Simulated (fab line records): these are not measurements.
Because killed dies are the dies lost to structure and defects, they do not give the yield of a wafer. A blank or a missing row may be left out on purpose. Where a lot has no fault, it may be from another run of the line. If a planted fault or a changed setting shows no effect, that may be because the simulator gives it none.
Which of the tools did it? | flow berkeley cmos170 | 14 lots with 42 wafers sampled at 3 steps, on a route of 331 steps

WHAT THE GAUGES READ, wafer by wafer
UCB170_SACOX_THK_MEAS_02.
lot  | measured    | on            | SACOX_OXIDE_THK (nm)
L276 | day 4 12:09 | film metro-02 | 14.54 14.94 14.96
L278 | day 5 11:46 | film metro-04 | 14.47 14.55 14.99
L279 | day 5 14:50 | film metro-01 | 14.08 13.99 14.02
L277 | day 5 14:51 | film metro-04 | 14.00 14.07 14.03
L282 | day 6 03:34 | film metro-04 | 14.29 14.14 14.00
L284 | day 6 16:13 | film metro-04 | 14.71 14.66 14.67
L290 | day 7 21:08 | film metro-02 | 14.42 14.44 14.50
L291 | day 7 21:08 | film metro-01 | 14.26 14.21 14.37
L294 | day 9 05:54 | film metro-01 | 14.39 14.56 14.18
L295 | day 9 08:55 | film metro-04 | 14.20 14.16 14.29
L297 | day 9 17:44 | film metro-02 | 14.56 14.36 14.34
L298 | day 9 17:44 | film metro-04 | 14.36 14.38 14.30
L296 | day 9 17:46 | film metro-01 | 14.27 13.99 14.28
L299 | day 9 17:49 | film metro-04 | 13.96 14.14 14.05

UCB170_M2_OVL_MEAS_16.
lot  | measured     | on         | M2_OVL (nm)
L276 | day 6 20:32  | overlay-01 | -5 2 -6
L278 | day 8 01:47  | overlay-01 | -10 0 -8
L279 | day 8 02:24  | overlay-01 | 3 0 -1
L277 | day 8 18:25  | overlay-02 | -8 -3 3
L282 | day 8 21:46  | overlay-01 | -4 -5 -3
L284 | day 9 09:06  | overlay-01 | 3 7 11
L290 | day 10 14:24 | overlay-02 | -1 -5 0
L291 | day 10 13:34 | overlay-02 | 8 -2 3
L294 | day 11 14:12 | overlay-02 | -2 -3 -3
L295 | day 11 14:00 | overlay-02 | -4 0 -8
L297 | day 12 01:28 | overlay-02 | 10 -3 1
L298 | day 11 22:58 | overlay-02 | 0 -11 -3
L296 | day 12 01:43 | overlay-01 | 5 7 7
L299 | day 11 21:36 | overlay-01 | -10 -13 1

TOOL THAT RAN EACH LOT (tool first, then ch and the chambers of the sampled wafers, then the start)
lot  | UCB170_PVT_IMPLANT_07
L276 | implanter-03 ch 0, day 4 21:45
L278 | implanter-03 ch 0, day 5 22:44
L279 | implanter-03 ch 0, day 6 04:20
L277 | implanter-04 ch 0, day 6 03:44
L282 | implanter-03 ch 0, day 6 22:14
L284 | implanter-03 ch 0, day 7 04:31
L290 | implanter-01 ch 0, day 8 20:22
L291 | implanter-04 ch 0, day 8 20:38
L294 | implanter-04 ch 0, day 9 18:22
L295 | implanter-01 ch 0, day 9 17:45
L297 | implanter-01 ch 0, day 10 01:47
L298 | implanter-04 ch 0, day 10 01:31
L296 | implanter-04 ch 0, day 10 02:38
L299 | implanter-03 ch 0, day 10 03:17
- UCB170_PVT_IMPLANT_07

AS READ BY THE TOOLS THEMSELVES (means over the sampled wafers that have a number; for cases with no such wafer, the mark the record gives instead)
UCB170_PVT_IMPLANT_07.
lot  | tool         | dose ions cm2
L276 | implanter-03 | 2.0010e+12
L278 | implanter-03 | 1.9973e+12
L279 | implanter-03 | 2.0008e+12
L277 | implanter-04 | 2.0020e+12
L282 | implanter-03 | 2.0526e+12
L284 | implanter-03 | 2.0548e+12
L290 | implanter-01 | 2.0002e+12
L291 | implanter-04 | 2.0007e+12
L294 | implanter-04 | 2.0012e+12
L295 | implanter-01 | 2.0000e+12
L297 | implanter-01 | 1.9982e+12
L298 | implanter-04 | 2.0020e+12
L296 | implanter-04 | 2.0021e+12
L299 | implanter-03 | 2.0003e+12

THE ANSWER, worked out from the rows above alone
Rule: usual is defined by the lots themselves. Put in order of their means at a reading, lots are off if they are a third of the lots or fewer, leave a main group of 4 or more, and stand apart from it by a gap of 3 or more times the standard deviation of the main group's means; of several such gaps the widest counts. A main group whose means are all the same, to the digits that the tables above print for the reading, isn't used. Also off: a lot with no number at a reading for which 4 or more lots have one. Where the step has rows for the other lots, those lots are counted as sound. After the gauges, taken in route order, come the tools' own readings; for these a lot's mean is taken, as printed above. At the first step where some lot is off, the reading lying furthest off is the one used; lots without a number count as furthest.
Off: L282, L284 (UCB170_PVT_IMPLANT_07, dose ions cm2). The main group has a mean of 2.0005e+12 with a standard deviation of 1.4e+09.
A tool fits if, at that step or a process step before it, it ran every lot that is off, and no sound lot after the first of them. None of those tried fits.

WHAT THE SIMULATOR HAD PUT IN
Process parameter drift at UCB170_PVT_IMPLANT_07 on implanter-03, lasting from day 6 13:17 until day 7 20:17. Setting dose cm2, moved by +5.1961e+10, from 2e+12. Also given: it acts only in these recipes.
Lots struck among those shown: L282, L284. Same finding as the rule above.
